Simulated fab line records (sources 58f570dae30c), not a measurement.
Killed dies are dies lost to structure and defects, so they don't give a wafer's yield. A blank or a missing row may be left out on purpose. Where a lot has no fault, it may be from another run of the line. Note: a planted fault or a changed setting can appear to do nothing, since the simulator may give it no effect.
Problem report in the 8D (eight disciplines) form, filled by code	flow berkeley cmos170	the parts of the form that need people (team, actions taken, sign-off) are left out

1. WHAT WENT WRONG
Wafers without a fault read 699.7 nm, standard deviation 1.9; cd nm at UCB170_M1_CD_MEAS_90 reads a mean of 712.4 nm on 2 wafers belonging to 2 lots. Relative to the usual mean, that is a shift of +6.7 standard deviations.
The step: target cd 700 nm.
The first sign was on wafer L168.6 at day 10 00:10, on cd sem-02. The record has a number at this step for 42 wafers belonging to 14 lots. Rule for "out", or "out of limits": more than 4 standard deviations from the usual mean. The other wafers with a number count as sound.

2. WHAT IT IS, WHAT IT ISN'T
question	is	is not
which readings at this step	cd nm	-
which lots	L167, L168	L153, L154, L155, L157, L159, L160, L161, L166, L169, L170, L171, L173
which wafers of those lots	L167.5, L168.6	L167.2, L167.6, L168.4, L168.5
read on which gauges	cd sem-02	cd sem-01
when	from day 10 00:10	up to then (26 sound wafers); but 14 sound wafers of L166, L167, L170, L171, L173 came after

3. WHAT RULES OUT EACH SUSPECT
Counting: if a tool at a process step up to the reading ran every lot that is out, it stays a suspect. Sound lots after the first of them don't rule it out here, since some wafers of a struck lot are sound.
- the gauge at UCB170_M1_CD_MEAS_90 has been ruled out. All the wafers that are out were read on cd sem-02, but those of them that UCB170_M1_METAL_ETCH_12 has rows for are out there too, on other tools.
- rie metal-03 at UCB170_M1_METAL_ETCH_12 (etches Al in Cl2/BCl3, stops on PSG, target depth 780 nm, time 130 s): kept. It processed each lot that is out (first: L168, day 9 23:55); up to then, its last sound lot is L160 (day 8 06:15). Its own oes product au, rf fwd power W readings are out on those wafers.
- Within rie metal-03 at UCB170_M1_METAL_ETCH_12, the wafers that are out were processed in chamber 0 and their sound lot-mates in chamber 1.
Left after counting: rie metal-03 at UCB170_M1_METAL_ETCH_12.

4. THE CAUSE (what the simulator had put in)
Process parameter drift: rie metal-03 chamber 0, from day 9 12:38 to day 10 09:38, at UCB170_M1_METAL_ETCH_12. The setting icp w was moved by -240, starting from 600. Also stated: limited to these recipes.
The count eliminated every tool but this one.

5. THE CHAIN OF EFFECTS, in route order
One row per reading whose mean, taken over the struck wafers that have a number, lies over 3 standard deviations from the usual. Scope: only readings with a usual standard deviation given in the record; hours: median across lots of the time from each lot's start at the first step in this table that gives one to its start at this step; sigmas: change in usual standard deviations.
hours	step	reading	usual	on struck wafers	change	sigmas
0	UCB170_M1_METAL_ETCH_12	oes product au	0.860 a.u.	0.794	-0.066	-5.5
0	UCB170_M1_METAL_ETCH_12	rf fwd power W	597.1 W	356.9	-240.2	-99 or more
0	UCB170_M1_CD_MEAS_90	cd nm	699.7 nm	712.4	+12.7	+6.7
Here are the process steps it includes:
- UCB170_M1_METAL_ETCH_12: etches Al in Cl2/BCl3, stops on PSG, target depth 780 nm, time 130 s.

6. WHAT WOULD HAVE CAUGHT IT SOONER
In this record the first reading out of limits at a measuring or inspecting step was taken at day 10 00:10, 12 hours after the fault began at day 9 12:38.
Tool's own readings at UCB170_M1_METAL_ETCH_12, oes product au, rf fwd power W: out on all struck wafers the step has rows for; an alarm limit on them would have tripped on the first.
Among the 2 lots that are out, L167 began UCB170_M1_METAL_ETCH_12 on rie metal-03 after day 10 00:10. Holding the tool at that time would have saved it.
